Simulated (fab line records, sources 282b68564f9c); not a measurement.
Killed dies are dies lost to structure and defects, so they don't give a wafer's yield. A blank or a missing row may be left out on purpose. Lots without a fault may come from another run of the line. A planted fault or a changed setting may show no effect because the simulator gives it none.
A struck lot beside a sound one | flow rit_cmos | 15 steps out of a route of 202
Sound: wafers L587.2, L587.4, L587.6. Struck: wafers L604.1, L604.2, L604.5. The cause comes at the end.
At each step with rows: each side's tool, then ch and its chambers, then its first start. Under that, the readings that differ: sound wafers | struck wafers | difference of the means | sigmas: that difference in standard deviations of wafers without a fault.
alike: readings whose means differ by less than 2 such deviations, and words and numbers that are the same on both sides. not compared: withheld readings, readings that some wafer has no value for, bounds like >300 that may hide the same value, and numbers for which the record gives no deviation and whose values overlap.
The two part at a step that has a row with sigmas, a row that says differs or no value, or rows on one side only. Numbers that don't overlap but have no deviation are shown without sigmas and don't part them. A reading that every wafer of one side lacks parts them only if that side has two wafers or more.

RIT_ACTIVE_THK_MEAS_04:
  sound on film_metro-01, day 2 19:51; struck on film_metro-01, day 6 09:14
  alike: ACTIVE_NITRIDE_THK
then, 6 steps without rows for these wafers: RIT_ACTIVE_HMDS_05 (prime time 60 s); RIT_ACTIVE_COAT_06 (resist thk 1000 nm); RIT_ACTIVE_SOFTBAKE_07 (time 60 s); RIT_ACTIVE_EXPOSE_08 (exposes mask M1, target cd 1400 nm); RIT_ACTIVE_PEB_09; RIT_ACTIVE_DEVELOP_10 (develop time 51.44 s).
RIT_ACTIVE_CD_MEAS_11: target cd 1400 nm.
  sound on cd_sem-01, day 2 20:49; struck on cd_sem-02, day 6 10:16
  alike: cd_nm
then, 1 step without rows for these wafers: RIT_ACTIVE_HARDBAKE_12 (time 60 s).
RIT_ACTIVE_ETCH_13: etches Si3N4 in SF6, stops on SiO2, time 210 s, target depth 210 nm.
  sound on rie_diel-02 ch 0,1, day 2 21:04; struck on rie_diel-02 ch 1,2, day 6 10:32
  alike: drypump_motor_current_A, oes_product_au, rf_fwd_power_W, throttle_valve_pct
  not compared: rf_hours_counter_h
RIT_ACTIVE_STRIP_14: strips in O2, time 180 s.
  sound on plasma_asher-01 ch 0,1, day 2 21:12; struck on plasma_asher-02 ch 0,1, day 6 10:41
  alike: drypump_motor_current_A
  not compared: rf_hours_counter_h
RIT_ACTIVE_CD_MEAS_90: target cd 1400 nm.
  sound on cd_sem-02, day 2 21:23; struck on cd_sem-01, day 6 10:51
  alike: cd_nm
RIT_ACTIVE_CLEAN_15: cleans in SC1, time 600 s.
  sound on wet_bench-04 ch 1, day 2 21:29; struck on wet_bench-02 ch 2, day 6 10:58
  reading          | sound       | struck      | difference | sigmas
  run_length_s (s) | 624 624 624 | 651 651 651 | +27        | +6
then, 1 step without rows for these wafers: RIT_ACTIVE_CLEAN_16 (cleans in dHF, time 30 s).
RIT_M1_PROBE_99:
  the record has rows for the sound wafers here (prober-02, day 4 15:35) and none for the struck ones

WHERE THEY PART
First at RIT_ACTIVE_CLEAN_15; last, within this record, at RIT_M1_PROBE_99.

WHY: what the simulator had put in
Process parameter drift: wet_bench-02, from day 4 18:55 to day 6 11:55, at RIT_ACTIVE_CLEAN_15. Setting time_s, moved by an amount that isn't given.
